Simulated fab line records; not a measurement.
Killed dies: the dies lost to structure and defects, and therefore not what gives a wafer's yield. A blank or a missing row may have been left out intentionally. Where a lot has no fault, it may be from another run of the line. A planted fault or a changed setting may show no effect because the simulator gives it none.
Split-lot trial | flow ritCmos | on a route of 202 steps: 5 lots, 23 wafers read

== ON THE SPLIT ==
At RIT_GATE_CVD_08 (deposits poly-Si from SiH4, target thk 250 nm, time 2220 s), the setting sih4FlowSccm was moved away from the recipe's 100 sccm on 20 of the 23 wafers read, by -12.6% to +12.4%. For the rest of the wafers, this setting stayed at what the recipe calls for.

== FROM THE SPLIT TO THE READING: what the file shows between them, 3 steps ==
- RIT_GATE_THK_MEAS_09
- RIT_GATE_DEVELOP_15: develop time 50 s (also split here: devTempC)
- RIT_GATE_HARDBAKE_18: time 60 s

== THE READING ==
oesProductAu, in a.u., at RIT_GATE_ETCH_19 (etches poly-Si in SF6/CHF3/O2, stops on SiO2, time 165 s, target depth 312.5 nm). On this fab line, fault-free wafers typically give 0.861 a.u. with a standard deviation of 0.0086 a.u.

wafer  | tool, chamber at the split | sih4FlowSccm as run, sccm | against the recipe | oesProductAu, a.u. | against lot-mates on the recipe
L074.1 | -, -                       | 103.9                     | +3.9%              | 0.884              | no lot-mate on the recipe
L074.3 | -, -                       | 103.9                     | +3.9%              | 0.877              | no lot-mate on the recipe
L074.4 | -, -                       | 103.9                     | +3.9%              | 0.880              | no lot-mate on the recipe
L074.5 | -, -                       | 103.9                     | +3.9%              | 0.884              | no lot-mate on the recipe
L074.6 | -, -                       | 103.9                     | +3.9%              | 0.875              | no lot-mate on the recipe
L075.1 | -, -                       | 93.39                     | -6.6%              | 0.824              | no lot-mate on the recipe
L075.2 | -, -                       | 93.39                     | -6.6%              | 0.826              | no lot-mate on the recipe
L075.3 | -, -                       | 93.39                     | -6.6%              | 0.836              | no lot-mate on the recipe
L075.4 | -, -                       | 93.39                     | -6.6%              | 0.794              | no lot-mate on the recipe
L075.6 | -, -                       | 93.39                     | -6.6%              | 0.812              | no lot-mate on the recipe
L077.1 | -, -                       | 112.4                     | +12.4%             | 0.937              | no lot-mate on the recipe
L077.2 | -, -                       | 112.4                     | +12.4%             | 0.944              | no lot-mate on the recipe
L077.3 | -, -                       | 112.4                     | +12.4%             | 0.943              | no lot-mate on the recipe
L077.4 | -, -                       | 112.4                     | +12.4%             | 0.939              | no lot-mate on the recipe
L077.5 | -, -                       | 112.4                     | +12.4%             | 0.932              | no lot-mate on the recipe
L080.1 | lpcvd-02, 1                | 100                       | recipe             | 0.849              | -
L080.4 | lpcvd-02, 1                | 100                       | recipe             | 0.862              | -
L080.6 | lpcvd-02, 1                | 100                       | recipe             | 0.853              | -
L082.1 | -, -                       | 87.44                     | -12.6%             | 0.775              | no lot-mate on the recipe
L082.2 | -, -                       | 87.44                     | -12.6%             | 0.786              | no lot-mate on the recipe
L082.3 | -, -                       | 87.44                     | -12.6%             | 0.784              | no lot-mate on the recipe
L082.4 | -, -                       | 87.44                     | -12.6%             | 0.782              | no lot-mate on the recipe
L082.5 | -, -                       | 87.44                     | -12.6%             | 0.781              | no lot-mate on the recipe

THE FIT
A straight line over all 23 wafers: oesProductAu changes by +0.00625 a.u. for each +1% of sih4FlowSccm; r = +0.99; the points scatter about the line by 0.0085 a.u.
Too few moved wafers with a lot-mate on the recipe to fit a line net of each lot's own level.

== THE WHOLE CHAIN: every reading that the file lists as answering this split, in the file's order ==
step                   | what it does                                                                    | reading                                                                       | change (the file's fit)                   | r (the file's)
RIT_GATE_CVD_08        | deposits poly-Si from SiH4, target thk 250 nm, time 2220 s                      | poly-Si_of_GATE_CVD_08.thkNm (the simulator's own value, which no gauge read) | +2.49 nm for each +1% of the setting      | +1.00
RIT_GATE_THK_MEAS_09   |                                                                                 | GATE_POLY_THK                                                                 | +2.48 for each +1% of the setting         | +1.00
RIT_GATE_ETCH_19       | etches poly-Si in SF6/CHF3/O2, stops on SiO2, time 165 s, target depth 312.5 nm | oesProductAu                                                                  | +0.00624 a.u. for each +1% of the setting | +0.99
RIT_SPACER_ETCHBACK_05 | etches Si3N4 in SF6/CHF3, stops on SiO2, target depth 250 nm, time 240 s        | poly-Si_of_GATE_CVD_08.thkNm (the simulator's own value, which no gauge read) | +2.86 nm for each +1% of the setting      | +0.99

== FILE'S OWN FIT ==
oesProductAu changes by +0.00624 a.u. for each +1% of sih4FlowSccm, r = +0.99.
